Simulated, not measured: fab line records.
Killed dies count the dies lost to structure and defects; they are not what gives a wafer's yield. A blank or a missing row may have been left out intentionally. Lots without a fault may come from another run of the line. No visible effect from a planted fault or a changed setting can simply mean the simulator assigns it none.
Split-lot study + flow berkeleyCmos170 + 5 lots, 23 wafers read, on a route of 331 steps

THE SPLIT
At UCB170_NVT_IMPLANT_07, the setting energyKev was moved away from the recipe's 50 on 11 of the 23 wafers read, by -2.8% to +2.9%. The other wafers ran this setting at the recipe's value.

The split's own step is where the reading is taken.

THE READING
implant.drpNm (the simulator's own value, which no gauge read), in nm, at UCB170_NVT_IMPLANT_07. No usual value for it is given in the file.

| wafer  | tool, chamber at the split | energyKev as run | against the recipe | implant.drpNm, nm | against lot-mates on the recipe |
|--------|----------------------------|------------------|--------------------|-------------------|---------------------------------|
| L074.1 | implanter-04, 0            | 50               | recipe             | 18.57             | -                               |
| L074.6 | implanter-04, 0            | 50               | recipe             | 18.57             | -                               |
| L074.3 | implanter-04, 0            | 51.44            | +2.9%              | 18.95             | +0.38                           |
| L074.4 | implanter-04, 0            | 51.44            | +2.9%              | 18.95             | +0.38                           |
| L074.5 | implanter-04, 0            | 51.44            | +2.9%              | 18.95             | +0.38                           |
| L075.1 | implanter-04, 0            | 50.77            | +1.5%              | 18.78             | +0.21                           |
| L075.3 | implanter-04, 0            | 50.77            | +1.5%              | 18.78             | +0.21                           |
| L075.4 | implanter-04, 0            | 50.77            | +1.5%              | 18.78             | +0.21                           |
| L075.5 | implanter-04, 0            | 50               | recipe             | 18.57             | -                               |
| L075.6 | implanter-04, 0            | 50               | recipe             | 18.57             | -                               |
| L076.2 | implanter-04, 0            | 50               | recipe             | 18.57             | -                               |
| L076.3 | implanter-04, 0            | 50               | recipe             | 18.57             | -                               |
| L076.4 | implanter-04, 0            | 50               | recipe             | 18.57             | -                               |
| L076.5 | implanter-04, 0            | 48.61            | -2.8%              | 18.2              | -0.37                           |
| L076.6 | implanter-04, 0            | 48.61            | -2.8%              | 18.2              | -0.37                           |
| L081.2 | implanter-03, 0            | 50               | recipe             | 18.57             | -                               |
| L081.3 | implanter-03, 0            | 50               | recipe             | 18.57             | -                               |
| L081.4 | implanter-03, 0            | 50               | recipe             | 18.57             | -                               |
| L085.1 | implanter-03, 0            | 51.12            | +2.2%              | 18.87             | +0.30                           |
| L085.2 | implanter-03, 0            | 51.12            | +2.2%              | 18.87             | +0.30                           |
| L085.4 | implanter-03, 0            | 51.12            | +2.2%              | 18.87             | +0.30                           |
| L085.3 | implanter-03, 0            | 50               | recipe             | 18.57             | -                               |
| L085.6 | implanter-03, 0            | 50               | recipe             | 18.57             | -                               |

THE FIT
A straight line over all 23 wafers: implant.drpNm changes by +0.133 nm for each +1% of energyKev; r = +1.00; the points scatter about the line by 0.0023 nm.
The same after taking each lot's own level away (the mean of its wafers on the recipe; 23 wafers): +0.133 nm for each +1%; r = +1.00; scatter 0.0023 nm.
The reading moves by 0.38 nm for the largest change in energyKev, on that fit.
The lots' own levels span 18.570 to 18.570 nm.
So the lot-to-lot level changes the slope little: the two slopes agree.
Check: for one of the wafers moved furthest among these (+2.9%), held out of the fit, the line's prediction against its lot-mates is +0.384 nm. It came out at +0.38 nm against them.

OTHER SPLITS ON THESE WAFERS
Before the reading, these wafers also passed through other splits. Each is held against what the fit with the lots' levels taken away leaves over:
| other split on the same wafers      | wafers away from the commonest value | r with implant.drpNm (lot level and that fit taken away) |
|-------------------------------------|--------------------------------------|----------------------------------------------------------|
| UCB170_NWELL_IMPLANT_14 energyKev   | 7                                    | +0.28                                                    |
| UCB170_PWELL_OXIDATION_02 oxTimeS   | 18                                   | +0.44                                                    |
| UCB170_PWELL_COAT_08 spinRpm        | 11                                   | -0.41                                                    |
| UCB170_WELLDRIVE_OXIDATION_01 tempC | 15                                   | -0.12                                                    |
| UCB170_ACTIVE_CVD_05 pressureMtorr  | 15                                   | -0.42                                                    |
| UCB170_PFIELD_IMPLANT_07 doseCm2    | 8                                    | +0.06                                                    |

THE WHOLE CHAIN: every reading that the file lists as answering this split, in the file's order
| step                  | what it does | reading                                                        | change (the file's fit)               | r (the file's) |
|-----------------------|--------------|----------------------------------------------------------------|---------------------------------------|----------------|
| UCB170_NVT_IMPLANT_07 |              | implant.rpNm (the simulator's own value, which no gauge read)  | +0.366 nm for each +1% of the setting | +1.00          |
| UCB170_NVT_IMPLANT_07 |              | implant.drpNm (the simulator's own value, which no gauge read) | +0.134 nm for each +1% of the setting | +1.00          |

FILE'S OWN FIT
implant.drpNm changes by +0.134 nm for each +1% of energyKev, r = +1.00.
